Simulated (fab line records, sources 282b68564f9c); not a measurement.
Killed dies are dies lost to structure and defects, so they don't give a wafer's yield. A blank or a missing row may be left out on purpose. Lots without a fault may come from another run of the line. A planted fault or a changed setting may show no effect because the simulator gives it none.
fab line records | flow rit_cmos | part 2 of 2: steps 29 to 41 of 41
record lots=5 wafers=15 last_day=6
route steps=202 shown PSD@152 SDANNEAL@153 NSD@158 PLDD@159 NLDD@160 SILICIDE@161 CONTACT@168 M1@184
lots that met no fault: from a run of the same line without faults
start_h: hours from the record's first day to the start of the lot's first wafer shown | wait_h: hours since the lot's step before | " the same as in the row above | L1.1+2: a row that stands for several wafers | - no value, or no start given | * or withheld: withheld | < > ~ a bound
route shown NAME@n: a module of which the file shows steps, and the number in the route of the first | usual: mean/standard deviation of fault-free wafers | same: alike in all rows | chamber/n: place in a boat | sites: the reading at each site | _std_site: their standard deviation | _edge_site: outer sites' mean less inner sites' | radius_mm: how far each site lies from the wafer's centre | mask NAME#n: copy n | behind: the tool/chamber that last shaped the wafer | hold: why the lot was held/for how many hours/how that ended | device: the transistor (n, p or np) that didn't switch | end of line: the same wafers' tests at the end of the route | a step without rows: its recipe alone | killed: dies lost to structure and defects at the first sort, not the wafer's yield | map: a wafer's dies, x killed, . not, _ none there
set.NAME: the setting as run; set.NAME@STEP: as run at that earlier step | model.NAME: the simulator's own value behind a step, which no gauge read
lots at some steps of the route; a table a step, a row a wafer
services: from which hour (start_h, from the record's first day; less than 0 if before it) a tool's chamber was out of use, for how many hours, and why
## steps
# step RIT_CONTACT_STRIP_12
# recipe chemistry=O2 time_s=180 resist=NOVOLAK platen_temp_c=withheld power_w=500 pressure_mtorr=4000 o2_flow_sccm=4000
# usual drypump_motor_current_A=5.7/0.48
# same time_s=180
# columns lot.wafer tool chamber start_h wait_h drypump_motor_current_A rf_hours_counter_h
L074.1 plasma_asher-03 0 52.95 0.1 6.4 24
L074.2 " 1 " " 5.2 24
L074.3 " 0 " " 6.3 -
L076.1 plasma_asher-04 0 64.43 0.1 5.5 44
L076.3 " 1 " " 4.9 -
L076.6 " 1 " " 4.9 -
L077.3 plasma_asher-03 1 69.33 0.2 5.2 -
L077.4 " 0 " " 6.3 -
L077.5 " 0 " " 6.4 -
L083.1 plasma_asher-02 1 97.73 0.1 5.8 45
L083.4 " 0 " " 5.8 -
L083.6 " 0 " " 5.8 -
L091.2 plasma_asher-03 0 138.21 0.1 6.3 34
L091.5 " 0 " " 6.4 -
L091.6 " 1 " " 5.2 -
# step RIT_CONTACT_CD_MEAS_90
# recipe target_cd_nm=1000
# usual cd_nm=999.8/2.2
# columns lot.wafer tool chamber start_h wait_h cd_nm
L074.1 cd_sem-01 - 53.12 0.1 1001.8
L074.2 " - " " 1001.5
L074.3 " - " " 1001.2
L076.1 cd_sem-02 - 64.60 0.1 996.4
L076.3 " - " " 994.7
L076.6 " - " " 997.6
L077.3 cd_sem-01 - 69.48 0.1 999.9
L077.4 " - " " 1001.6
L077.5 " - " " 1001.6
L083.1 cd_sem-01 - 97.90 0.1 1000.0
L083.4 " - " " 998.4
L083.6 " - " " 997.8
L091.2 cd_sem-01 - 138.40 0.1 998.7
L091.5 " - " " 1000.0
L091.6 " - " " 998.1
# step RIT_CONTACT_CLEAN_13
# recipe chemistry=SC1 mix=3:3:50 time_s=600 temp_c=75
# usual bath_guard_temp_C=75.1/0.56
# same time_s=600
# columns lot.wafer tool chamber start_h wait_h bath_guard_temp_C
L074.1 wet_bench-02 2 53.24 0.1 74.8
L074.2 " 2 " " 74.9
L074.3 " 2 " " 74.5
L076.1 wet_bench-01 0 64.72 0.1 74.9
L076.3 " 0 " " 74.7
L076.6 " 0 " " 75.0
L077.3 wet_bench-04 2 69.56 0.1 74.5
L077.4 " 2 " " 74.0
L077.5 " 2 " " 74.1
L083.1 wet_bench-02 1 98.02 0.1 75.0
L083.4 " 1 " " 74.7
L083.6 " 1 " " 74.8
L091.2 wet_bench-02 0 138.50 0.1 74.6
L091.5 " 0 " " 74.5
L091.6 " 0 " " 75.1
# step RIT_CONTACT_CLEAN_14
# recipe chemistry=SC2 mix=3:3:50 time_s=600 temp_c=75 dry=n2_spin
# usual bath_guard_temp_C=75.1/0.61
# same time_s=600
# columns lot.wafer tool chamber start_h wait_h bath_guard_temp_C
L074.1 wet_bench-01 1 53.42 0.0 75.9
L074.2 " 1 " " 76.3
L074.3 " 1 " " 76.3
L076.1 wet_bench-04 1 65.07 0.0 75.0
L076.3 " 1 " " 75.0
L076.6 " 1 " " 75.1
L077.3 wet_bench-04 0 69.75 0.0 74.7
L077.4 " 0 " " 74.5
L077.5 " 0 " " 74.6
L083.1 wet_bench-01 2 98.21 0.0 74.8
L083.4 " 2 " " 74.6
L083.6 " 2 " " 74.8
L091.2 wet_bench-01 3 138.68 0.0 75.2
L091.5 " 3 " " 75.0
L091.6 " 3 " " 75.3
# step RIT_M1_SPUTTER_00
# recipe material=Al target_thk_nm=400 power_w=2000 chamber_pressure_pa=0.4 gas=Ar time_s=500 substrate_temp_c=25
# usual throttle_valve_pct=30.1/0.71
# same time_s=500
# columns lot.wafer tool chamber start_h wait_h throttle_valve_pct
L074.1 pvd_sputter-02 - 53.59 0.0 30.1
L074.2 " - " " 30.7
L074.3 " - " " 29.6
L076.1 pvd_sputter-02 - 65.25 0.0 30.3
L076.3 " - " " 31.2
L076.6 " - " " 29.4
L077.3 pvd_sputter-03 - 69.95 0.0 30.0
L077.4 " - " " 30.0
L077.5 " - " " 29.9
L083.1 pvd_sputter-02 - 98.39 0.0 30.1
L083.4 " - " " 29.4
L083.6 " - " " 30.6
L091.2 pvd_sputter-04 - 138.87 0.0 29.6
L091.5 " - " " 29.3
L091.6 " - " " 29.8
# step RIT_M1_RS_MEAS_01
# recipe thk_meas_gauge=four-point-probe reads=Al_of_M1_SPUTTER_00
# usual M1_AL_RS=0.0736/0.00073
# columns lot.wafer tool chamber start_h wait_h M1_AL_RS[ohm/sq]
L074.1 film_metro-02 - 53.89 0.1 0.0737
L074.2 " - " " 0.0750
L074.3 " - " " 0.0741
L076.1 film_metro-02 - 65.54 0.1 0.0736
L076.3 " - " " 0.0735
L076.6 " - " " 0.0737
L077.3 film_metro-04 - 70.28 0.2 0.0735
L077.4 " - " " 0.0739
L077.5 " - " " 0.0734
L083.1 film_metro-02 - 98.68 0.1 0.0745
L083.4 " - " " 0.0745
L083.6 " - " " 0.0739
L091.2 film_metro-03 - 139.18 0.2 0.0738
L091.5 " - " " 0.0736
L091.6 " - " " 0.0730
# step RIT_M1_THK_MEAS_02
# recipe thk_meas_gauge=xrf reads=Al_of_M1_SPUTTER_00
# usual M1_AL_THK=395/4
# columns lot.wafer tool chamber start_h wait_h M1_AL_THK[nm]
L074.1 film_metro-02 - 54.01 0.1 392
L074.2 " - " " 387
L074.3 " - " " 392
L076.1 film_metro-02 - 65.66 0.1 393
L076.3 " - " " 397
L076.6 " - " " 395
L077.3 film_metro-04 - 70.38 0.1 396
L077.4 " - " " 392
L077.5 " - " " 395
L083.1 film_metro-02 - 98.80 0.1 391
L083.4 " - " " 393
L083.6 " - " " 393
L091.2 film_metro-03 - 139.29 0.1 390
L091.5 " - " " 393
L091.6 " - " " 397
# step RIT_M1_HMDS_03
# recipe prime_time_s=60 prime_temp_c=140
# usual prime_temp_c=139.96/0.11
# columns lot.wafer tool chamber start_h wait_h prime_temp_c
L074.1 litho_track-04 0 54.07 0.1 139.81
L074.2 " 0 " " 139.74
L074.3 " 0 " " 139.94
L076.1 litho_track-03 0 65.85 0.2 139.96
L076.3 " 0 " " 139.87
L076.6 " 0 " " 139.84
L077.3 litho_track-03 0 70.47 0.1 139.87
L077.4 " 0 " " 139.96
L077.5 " 0 " " 139.93
L083.1 litho_track-01 0 98.86 0.1 139.85
L083.4 " 0 " " 139.93
L083.6 " 0 " " 139.80
L091.2 litho_track-01 0 139.37 0.1 140.03
L091.5 " 0 " " 140.06
L091.6 " 0 " " 139.90
# step RIT_M1_COAT_04
# recipe resist=NOVOLAK spin_rpm=2000 resist_thk_nm=1300
# columns lot.wafer tool chamber start_h wait_h
L074.1+2+3 litho_track-04 0 54.22 0.1
L076.1+3+6 litho_track-03 0 66.00 0.1
L077.3+4+5 litho_track-03 0 70.62 0.1
L083.1+4+6 litho_track-01 0 99.01 0.1
L091.2+5+6 litho_track-01 0 139.52 0.1
# step RIT_M1_SOFTBAKE_05
# recipe resist=NOVOLAK temp_c=90 time_s=60
# same time_s=60
# columns lot.wafer tool chamber start_h wait_h
L074.1+2+3 litho_track-04 0 54.37 0.1
L076.1+3+6 litho_track-03 0 66.15 0.1
L077.3+4+5 litho_track-03 0 70.77 0.1
L083.1+4+6 litho_track-01 0 99.16 0.1
L091.2+5+6 litho_track-01 0 139.67 0.1
# step RIT_M1_EXPOSE_06
# recipe mask_id=M12 na=0.6 source_shape=conventional sigma_outer=0.5 target_cd_nm=2600 dose_mj=245.2
# columns lot.wafer tool chamber start_h wait_h mask
L074.1+2+3 iline_stepper-01 0 54.64 0.2 M12#0
L076.1+3+6 iline_stepper-02 0 66.42 0.2 M12#0
L077.3+4+5 iline_stepper-01 0 71.03 0.2 M12#0
L083.1+4+6 iline_stepper-02 0 99.31 0.1 M12#0
L091.2+5+6 iline_stepper-02 0 139.94 0.2 M12#0
# step RIT_M1_PEB_07
# recipe resist=NOVOLAK temp_c=withheld time_s=withheld
# columns lot.wafer tool chamber start_h wait_h
L074.1+2+3 litho_track-04 0 54.76 0.1
L076.1+3+6 litho_track-03 0 66.56 0.1
L077.3+4+5 litho_track-01 0 71.16 0.1
L083.1+4+6 litho_track-03 0 99.43 0.1
L091.2+5+6 litho_track-01 0 140.06 0.1
# step RIT_M1_DEVELOP_08
# recipe resist=NOVOLAK develop_time_s=68 dev_temp_c=23
# columns lot.wafer tool chamber start_h wait_h
L074.1+2+3 litho_track-04 0 - -
L076.1+3+6 litho_track-03 0 - -
L077.3+4+5 litho_track-01 0 - -
L083.1+4+6 litho_track-03 0 - -
L091.2+5+6 litho_track-01 0 - -
## services
# columns tool chamber start_h hours kind
rie_diel-03 1 28.36 5.6 repair
rtp_anneal-01 - 29.64 5.2 pm
wet_bench-01 - 33.19 4.4 pm
rie_diel-02 2 34.72 10.8 repair
pvd_sputter-03 - 35.80 0.5 repair
plasma_asher-04 - 52.02 1.9 repair
iline_stepper-02 - 63.14 1.7 pm
wet_bench-02 - 69.68 2.6 repair
pvd_sputter-04 - 70.36 1.3 repair
iline_stepper-01 - 72.65 4.4 pm
wet_bench-01 - 81.45 1.6 repair
pvd_sputter-01 - 95.55 3.5 repair
plasma_asher-02 - 109.32 2.8 pm
pvd_sputter-01 - 122.45 3.9 repair
iline_stepper-02 - 123.64 2.7 repair
pecvd-03 - 126.53 14.6 pm
